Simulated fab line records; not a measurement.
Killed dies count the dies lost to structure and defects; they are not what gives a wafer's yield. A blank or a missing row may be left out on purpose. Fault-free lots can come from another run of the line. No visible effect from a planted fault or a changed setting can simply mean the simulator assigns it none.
fab line records    flow ritCmos
record lots=15  wafers=45  lastDay=7
route steps=202 shown NSD@134
lots untouched by any fault: they come from a run of this same line in which no faults occurred
startH: start of the lot's first displayed wafer, in hours after the record's first day    waitH: time in hours since the lot's previous step    " the same as in the row above    L1.1+2: several wafers, shown together as one row    - value missing, or start not given    * or withheld: withheld    < > ~ a bound
route shown NAME@n: names a module that has steps shown in the file, with the first one's number in the route    usual: mean/standard deviation taken from wafers without a fault    same: alike in all rows    chamber/n: place in a boat    sites: each site's reading    _std_site: the standard deviation of these    _edge_site: inner sites' mean taken away from outer sites' mean    radiusMm: for every site, how far away it sits from the centre of the wafer    mask NAME#n: copy n    behind: tool/chamber where the wafer was last shaped    hold: cause of the lot's hold/its duration in hours/its outcome    device: the n, p or np transistor that did not switch    end of line: tests of these same wafers at the route's end    step lacking rows: just its recipe    killed: at the first sort, the dies lost to defects and structure; wafer yield is something else    map: per-die view of a wafer (x killed, . not killed, _ where there is no die)
set.NAME: the run value of the setting; set.NAME@STEP: its run value at that earlier step    model.NAME: the simulator's own value behind a step, which no gauge read
steps of the route over a sample of lots; a table a step, a row a wafer
services: a tool's chamber out of use, with start hour (startH, from the record's first day; less than 0 if before it), hours out, and reason
## steps
# step RIT_NSD_EXPOSE_03
# recipe maskId=M9  na=0.57  targetCdNm=40700  doseMj=250
# usual exposureDoseMJCm2=249.99/0.26  focusOffsetNm=0.0/0.57  na=0.57/0
lot.wafer  tool             chamber  startH  waitH  mask  exposureDoseMJCm2  focusOffsetNm  na
L456.1     ilineStepper-02  0        52.02   0.2    M9#0  250.05             -0.2           0.57
L456.2     "                0        "       "      M9#0  250.16             -0.2           0.57
L456.5     "                0        "       "      M9#0  250.36             -0.6           0.57
L457.3     ilineStepper-01  0        54.73   0.2    M9#0  250.07             -0.5           0.57
L457.4     "                0        "       "      M9#0  250.01             -0.3           0.57
L457.5     "                0        "       "      M9#0  250.22             -0.8           0.57
L458.1     ilineStepper-01  0        58.16   0.1    M9#0  250.07             0.2            0.57
L458.2     "                0        "       "      M9#0  250.04             -0.4           0.57
L458.6     "                0        "       "      M9#0  249.75             0.5            0.57
L460.1     ilineStepper-01  0        68.46   0.1    M9#0  249.71             -0.5           0.57
L460.4     "                0        "       "      M9#0  249.85             -0.7           0.57
L460.5     "                0        "       "      M9#0  249.49             0.4            0.57
L461.1     ilineStepper-01  0        74.68   0.1    M9#0  249.95             0.0            0.57
L461.2     "                0        "       "      M9#0  249.71             0.0            0.57
L461.5     "                0        "       "      M9#0  250.60             -0.7           0.57
L462.2     ilineStepper-02  0        84.10   0.2    M9#0  250.08             -0.6           0.57
L462.3     "                0        "       "      M9#0  250.01             -0.1           0.57
L462.6     "                0        "       "      M9#0  250.01             0.2            0.57
L464.2     ilineStepper-02  -        88.22   0.5    M9#0  -                  -              -
L464.3     "                -        "       "      M9#0  -                  -              -
L464.5     "                -        "       "      M9#0  -                  -              -
L465.1     ilineStepper-01  -        96.42   0.2    M9#0  -                  -              -
L465.3     "                -        "       "      M9#0  -                  -              -
L465.5     "                -        "       "      M9#0  -                  -              -
L466.1     ilineStepper-01  -        102.52  0.1    M9#0  -                  -              -
L466.4     "                -        "       "      M9#0  -                  -              -
L466.6     "                -        "       "      M9#0  -                  -              -
L467.2     ilineStepper-02  0        107.87  0.2    M9#0  250.35             0.1            0.57
L467.5     "                0        "       "      M9#0  250.08             0.4            0.57
L467.6     "                0        "       "      M9#0  250.10             -0.2           0.57
L472.1     ilineStepper-02  0        129.12  0.2    M9#0  250.24             -0.3           0.57
L472.3     "                0        "       "      M9#0  250.36             -0.1           0.57
L472.5     "                0        "       "      M9#0  249.56             0.9            0.57
L473.2     ilineStepper-02  0        138.95  0.1    M9#0  250.15             -0.2           0.57
L473.3     "                0        "       "      M9#0  250.20             0.6            0.57
L473.6     "                0        "       "      M9#0  250.38             0.9            0.57
L475.2     ilineStepper-02  0        144.20  0.1    M9#0  250.00             -0.2           0.57
L475.3     "                0        "       "      M9#0  249.77             0.4            0.57
L475.4     "                0        "       "      M9#0  249.85             -0.2           0.57
L479.1     ilineStepper-01  0        166.18  0.2    M9#0  250.56             0.3            0.57
L479.3     "                0        "       "      M9#0  249.97             0.7            0.57
L479.4     "                0        "       "      M9#0  249.88             0.4            0.57
L478.2     ilineStepper-02  0        166.44  0.2    M9#0  249.98             -0.6           0.57
L478.3     "                0        "       "      M9#0  249.79             -0.7           0.57
L478.5     "                0        "       "      M9#0  249.88             -0.3           0.57
## services
tool             chamber  startH  hours  kind
ilineStepper-01  -        75.50   1.7    pm
ilineStepper-01  -        91.00   2.1    pm
ilineStepper-01  -        93.08   -      consumableReplace:lamp
ilineStepper-02  -        97.59   1.7    pm
## key
firstSign step=RIT_NSD_EXPOSE_03  reading=toolRecord  direction=missing
effect none on later readings
metAt RIT_NSD_EXPOSE_03
struckLots L464,L465,L466
sortLeftOut L464.2,L464.3,L464.5,L465.1,L465.3,L465.5,L466.1,L466.4,L466.6
testerLeftOut L464,L465,L466
onsetBetween 84.10 88.22
fault kind=skippedStepWhole  tool=ilineStepper-01,ilineStepper-02  chamber=-  onsetH=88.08  steps=RIT_NSD_EXPOSE_03  scope=struckLotsOnly
# testerLeftOut: of these lots the tester's yield and bins aren't shown, on N5 and GAA mostly nor the transistor test; their killed dies are dies lost to structure and defects alone, not to doping, threshold or leakage, so they don't give the yield
# sortLeftOut: the simulated sort isn't trusted on such a fault, so these wafers' sort isn't shown, and their yield isn't known
